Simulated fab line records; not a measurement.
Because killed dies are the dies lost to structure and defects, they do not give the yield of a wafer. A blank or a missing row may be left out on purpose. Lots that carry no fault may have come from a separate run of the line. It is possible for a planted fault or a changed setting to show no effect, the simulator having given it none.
What tool caused it? ; flow rit-cmos ; 7 lots with 21 wafers sampled at 2 steps, on a route of 202 steps

## WHAT EACH GAUGE READ, for each wafer
RIT_GATE_OVL_MEAS_17.
lot;measured;on;GATE_OVL (nm)
L190;day 2 19:13;overlay-02;1.4 -0.6 0.2
L193;day 3 10:44;overlay-01;0.2 0.7 1.1
L198;day 4 10:30;overlay-02;0.6 0.4 1.8
L201;day 5 00:07;overlay-02;1.5 1.2 0.3
L203;day 5 11:27;overlay-01;0.7 0.0 0.0
L205;day 6 01:05;overlay-02;240.4 241.5 239.7
L208;day 6 16:13;overlay-01;243.6 243.7 244.4

## WHICH TOOL RAN EACH LOT (tool, then ch and the chambers of the sampled wafers, then the start)
lot;RIT_GATE_EXPOSE_13
L190;iline-stepper-01 ch 0, day 2 18:42
L193;iline-stepper-01 ch 0, day 3 10:12
L198;iline-stepper-01 ch 0, day 4 09:49
L201;iline-stepper-02 ch 0, day 4 23:36
L203;iline-stepper-01 ch 0, day 5 10:56
L205;iline-stepper-01 ch 0, day 6 00:35
L208;iline-stepper-01 ch 0, day 6 15:43
- RIT_GATE_EXPOSE_13: exposes mask M6, target cd 150 nm.

## THE ANSWER, worked out from the rows above alone
Rule: what is usual is taken from the lots themselves. The widest of any qualifying gaps counts: lots, ordered by their means at a reading, are off when they make up no more than a third of the lots, leave a main group of 4 or more, and stand apart from it by 3 or more times the standard deviation of that group's means. A main group whose means are all the same, to the digits that the tables above print for the reading, isn't used. Also off: a lot with no number at a reading for which 4 or more lots have one. The other lots that the step has rows for count as sound.
Off: at RIT_GATE_OVL_MEAS_17 (GATE_OVL), L205, L208. Main group: mean 0.6 nm, sd 0.31.
A tool fits if, at a process step before that reading, it ran every lot that is off, and no sound lot after the first of them. Gauges at RIT_GATE_OVL_MEAS_17: tried the same way as those tools. One candidate fits, namely iline-stepper-01 at RIT_GATE_EXPOSE_13. Its last sound lot is L203 (day 5 10:56), its first lot that is off L205 (day 6 00:35): a fault that began between those two fits.

## WHAT THE SIMULATOR HAD PUT IN
Scanner matching overlay: iline-stepper-01, from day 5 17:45 on, at RIT_GATE_EXPOSE_13. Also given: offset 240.
Shown lots that were struck: L205, L208. The rule given above showed the same thing.
